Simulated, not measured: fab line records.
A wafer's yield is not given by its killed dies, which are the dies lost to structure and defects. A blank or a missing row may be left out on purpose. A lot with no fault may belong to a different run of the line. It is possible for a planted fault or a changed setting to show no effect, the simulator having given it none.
2 desks, one fault | flow rit cmos | only its own numbers are on each desk; what lay behind them is given at the end

== DESK OF THE TOOL OWNER: implanter-01 ==
The tool's own readings at RIT_PRETRO_IMPLANT_08, given as means over the sampled wafers that have a number, one for each lot that went through this tool. Marked OUT: a lot whose mean sits more than 4 standard deviations from the usual mean, which makes it out of limits; the brackets give that distance.
Columns: A = beam energy keV at RIT_PRETRO_IMPLANT_08, usual 45.001
lot  | first seen here | A
L246 | day 2 14:07     | 44.995
L247 | day 2 17:42     | 45.006
L248 | day 2 23:46     | 44.996
L249 | day 3 06:45     | 44.979
L250 | day 3 11:40     | 45.013
L253 | day 4 00:41     | 44.407 (-42) OUT
L257 | day 5 06:04     | 44.384 (-44) OUT
This desk's finding: out of limits on L253, L257; first on L253, day 4 00:41 (beam energy keV at RIT_PRETRO_IMPLANT_08). L246, L247, L248, L249, L250 stayed within limits.

== THE METROLOGY DESK ==
What the gauges read, lot by lot, whatever tool the lot ran on: means of the sampled wafers that have a number. Marked OUT: a lot whose mean sits more than 4 standard deviations from the usual mean, which makes it out of limits; the brackets give that distance.
Columns: A = INCOMING_BOW at RIT_ACTIVE_BOW_MEAS_00, usual 0 um; B = CONTACT_TEOS_THK at RIT_CONTACT_THK_MEAS_01, usual 399 nm
lot  | first seen here | A  | B
L245 | day 1 10:00     | -9 | 398
L246 | day 1 15:01     | -2 | 400
L247 | day 1 20:01     | 3  | 392
L248 | day 2 01:02     | 4  | 405
L249 | day 2 06:00     | 0  | 404
L250 | day 2 11:02     | 6  | 399
L253 | day 3 02:01     | 6  | 399
L254 | day 3 07:00     | 4  | 393
L255 | day 3 12:00     | 3  | 396
L256 | day 3 17:00     | 3  | 397
L257 | day 3 22:04     | -0 | 401
L262 | day 4 23:00     | 1  | 403
L265 | day 5 14:00     | 0  | 396
L266 | day 5 19:00     | -3 | 394
This desk found nothing out of limits on any of the 14 lots.

== BROUGHT TOGETHER ==
The tool owner's desk had the chance to raise an alarm at day 4 00:41 on L253, L257.
From the metrology desk's view, nothing was out of limits.
The metrology desk has L253, L257 on record, within its limits.
The lots listed all ran RIT_PRETRO_IMPLANT_08 on implanter-01.

== WHAT THE SIMULATOR HAD INSERTED ==
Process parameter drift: implanter-01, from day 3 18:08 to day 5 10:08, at RIT_PRETRO_IMPLANT_08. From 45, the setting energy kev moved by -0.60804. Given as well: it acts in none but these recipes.
Lots struck among those shown: L253, L257.
Time in hours from fault onset to the first out-of-limits reading at each desk: the tool owner's desk, 7.
